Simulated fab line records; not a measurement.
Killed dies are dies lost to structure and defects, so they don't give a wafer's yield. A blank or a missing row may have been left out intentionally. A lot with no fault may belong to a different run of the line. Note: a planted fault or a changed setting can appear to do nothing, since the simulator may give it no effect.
The same fault as seen by 2 desks | flow berkeleyCmos170 | only its own numbers are on each desk; what lay behind them is given at the end

## THE TOOL OWNER'S DESK: rieMetal-01
The tool's own readings at UCB170_M2_METAL_ETCH_18 (etches Al in Cl2/BCl3, stops on SiO2, target depth 1170 nm, time 195 s): means of the sampled wafers that have a number, for each lot that ran on this tool. Marked OUT: a lot whose mean sits more than 4 standard deviations from the usual mean, which makes it out of limits; the brackets give that distance.
Columns: A = biasW at UCB170_M2_METAL_ETCH_18, usual 120.1 W; B = drypumpMotorCurrentA at UCB170_M2_METAL_ETCH_18, usual 5.5 A; C = heBacksideLeakSccm at UCB170_M2_METAL_ETCH_18, usual 3.30 sccm; D = oesProductAu at UCB170_M2_METAL_ETCH_18, usual 0.852 a.u.; E = runLengthS at UCB170_M2_METAL_ETCH_18, usual 223.5 s; F = throttleValvePct at UCB170_M2_METAL_ETCH_18, usual 24.42 %
lot  | first seen here | A     | B   | C    | D     | E                | F
L538 | day 9 10:05     | 119.8 | 5.8 | 3.25 | 0.862 | 222.8            | 24.50
L540 | day 10 05:07    | 120.2 | 5.8 | 3.35 | 0.865 | 222.7            | 24.51
L549 | day 12 00:47    | 120.3 | 6.5 | 3.09 | 0.836 | 231.3 (+8.9) OUT | 24.38
Finding of this desk: L549 out of limits; the first was L549 at day 12 00:47, on runLengthS at UCB170_M2_METAL_ETCH_18. L538, L540: within limits.

## METROLOGY DESK
What the gauges read, lot by lot, whatever tool the lot ran on: means of the sampled wafers that have a number. Marked OUT: a lot whose mean sits more than 4 standard deviations from the usual mean, which makes it out of limits; the brackets give that distance.
Columns: A = cdNm at UCB170_M2_CD_MEAS_15, usual 699.7 nm; B = M2_OVL at UCB170_M2_OVL_MEAS_16, usual -2 nm
lot  | first seen here | A     | B
L538 | day 9 09:54     | 699.7 | 1
L540 | day 10 04:55    | 698.6 | -7
L549 | day 12 00:29    | 701.3 | 2
L556 | day 13 08:58    | 699.2 | -4
L554 | day 13 10:11    | 699.3 | -3
Finding of this desk: none of the 5 lots has anything out of limits.

## TAKEN TOGETHER
At day 12 00:47, on L549, the tool owner's desk was in a position to raise an alarm.
From the metrology desk's view, nothing was out of limits.
The metrology desk has L549 on record, within its limits.
On rieMetal-01, each named lot ran UCB170_M2_METAL_ETCH_18.

## WHAT THE SIMULATOR PUT IN
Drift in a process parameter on rieMetal-01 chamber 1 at UCB170_M2_METAL_ETCH_18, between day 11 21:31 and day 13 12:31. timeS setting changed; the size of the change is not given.
Struck lots among those shown: L549.
How many hours passed from the start of the fault until each desk's first out-of-limits reading: the tool owner's desk, 3.
